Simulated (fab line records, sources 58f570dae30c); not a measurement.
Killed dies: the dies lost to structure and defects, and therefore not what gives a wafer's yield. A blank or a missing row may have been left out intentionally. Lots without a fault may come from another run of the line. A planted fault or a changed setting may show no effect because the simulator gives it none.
Which tool was responsible?	flow berkeleyCmos170	45 wafers from 15 lots sampled at 2 of the route's 331 steps

WHAT THE GAUGES SHOWED, per wafer
UCB170_NWELL_THK_MEAS_05. Usual: NWELL_NITRIDE_THK gives 223.5 nm (standard deviation 2).
lot	measured	on	NWELL_NITRIDE_THK (nm)	flag
L659	day 2 03:28	filmMetro-04	227.1 225.0 228.4	
L660	day 2 15:58	filmMetro-02	448.3 449.4 449.7	OFF
L661	day 2 15:58	filmMetro-04	220.8 221.7 220.6	
L664	day 3 07:11	filmMetro-01	222.8 222.0 223.1	
L666	day 3 17:34	filmMetro-02	445.9 445.9 443.2	OFF
L668	day 4 12:58	filmMetro-04	447.8 446.8 447.0	OFF
L671	day 4 19:10	filmMetro-04	221.2 221.6 224.0	
L672	day 5 05:43	filmMetro-04	225.2 225.8 222.7	
L675	day 5 13:02	filmMetro-02	222.0 220.1 220.2	
L676	day 6 00:01	filmMetro-01	224.1 223.2 223.7	
L677	day 6 02:36	filmMetro-02	222.8 224.5 222.8	
L678	day 6 11:16	filmMetro-02	226.4 225.2 226.5	
L680	day 6 13:55	filmMetro-01	222.6 222.9 222.4	
L681	day 6 22:01	filmMetro-01	223.5 222.5 221.9	
L682	day 6 22:01	filmMetro-04	224.9 223.5 222.9	

TOOL THAT RAN EACH LOT (tool first, then ch and the chambers of the sampled wafers, then the start)
lot	UCB170_NWELL_CVD_04
L659	lpcvd-02 ch 0, day 2 01:31
L660	lpcvd-02 ch 1, day 2 11:26
L661	lpcvd-02 ch 0, day 2 14:01
L664	lpcvd-02 ch 0, day 3 05:15
L666	lpcvd-01 ch 0, day 3 12:26 and lpcvd-02 ch 0, day 3 15:37
L668	lpcvd-02 ch 0, day 4 08:55
L671	lpcvd-01 ch 1, day 4 17:14
L672	lpcvd-01 ch 1, day 5 02:49
L675	lpcvd-01 ch 1, day 5 11:04
L676	lpcvd-01 ch 1, day 5 21:07
L677	lpcvd-02 ch 0, day 6 00:38
L678	lpcvd-02 ch 1, day 6 09:20
L680	lpcvd-02 ch 1, day 6 11:59
L681	lpcvd-01 ch 0, day 6 19:07
L682	lpcvd-01 ch 0, day 6 19:07
- UCB170_NWELL_CVD_04: deposits Si3N4 from SiH2Cl2/NH3, target thk 224 nm, time 3360 s.

WHAT THE TOOLS THEMSELVES READ (means of the sampled wafers that have a number; where no wafer has one, the mark that the record gives instead)
UCB170_NWELL_CVD_04. Usual: 20.7 % for zonePowerSourcePct, sd 1.4.
lot	tool	zonePowerSourcePct (%)	flag
L659	lpcvd-02	22.5	
L660	lpcvd-02	20.9	
L661	lpcvd-02	22.4	
L664	lpcvd-02	22.4	
L666	lpcvd-01/lpcvd-02	21.5	
L668	lpcvd-02	22.5	
L671	lpcvd-01	18.8	
L672	lpcvd-01	18.8	
L675	lpcvd-01	18.6	
L676	lpcvd-01	18.6	
L677	lpcvd-02	22.5	
L678	lpcvd-02	21.1	
L680	lpcvd-02	21.2	
L681	lpcvd-01	20.9	
L682	lpcvd-01	21.0	

THE ANSWER, worked out from the rows above alone
Rule: take the mean of a lot's wafers that have a number; if it is more than 3 standard deviations from the usual mean, the lot is off. Also off: a lot with no number at a reading for which 4 or more lots have one. The other lots that the step has rows for count as sound. Order of review: gauges by route order, followed by the tools' own readings, for which a lot's mean as printed above is used. The first step at which some lot is off is used, and at that step the reading that is off furthest; a lot without a number counts as furthest.
Off: L660, L666, L668, at UCB170_NWELL_THK_MEAS_05 (NWELL_NITRIDE_THK).
If a tool, at a process step before that reading, ran all the lots that are off and no sound lot after the first of them, it fits. The gauges at UCB170_NWELL_THK_MEAS_05 are tried like those tools. Not one of the candidates tried fits.

WHAT WAS PUT IN BY THE SIMULATOR
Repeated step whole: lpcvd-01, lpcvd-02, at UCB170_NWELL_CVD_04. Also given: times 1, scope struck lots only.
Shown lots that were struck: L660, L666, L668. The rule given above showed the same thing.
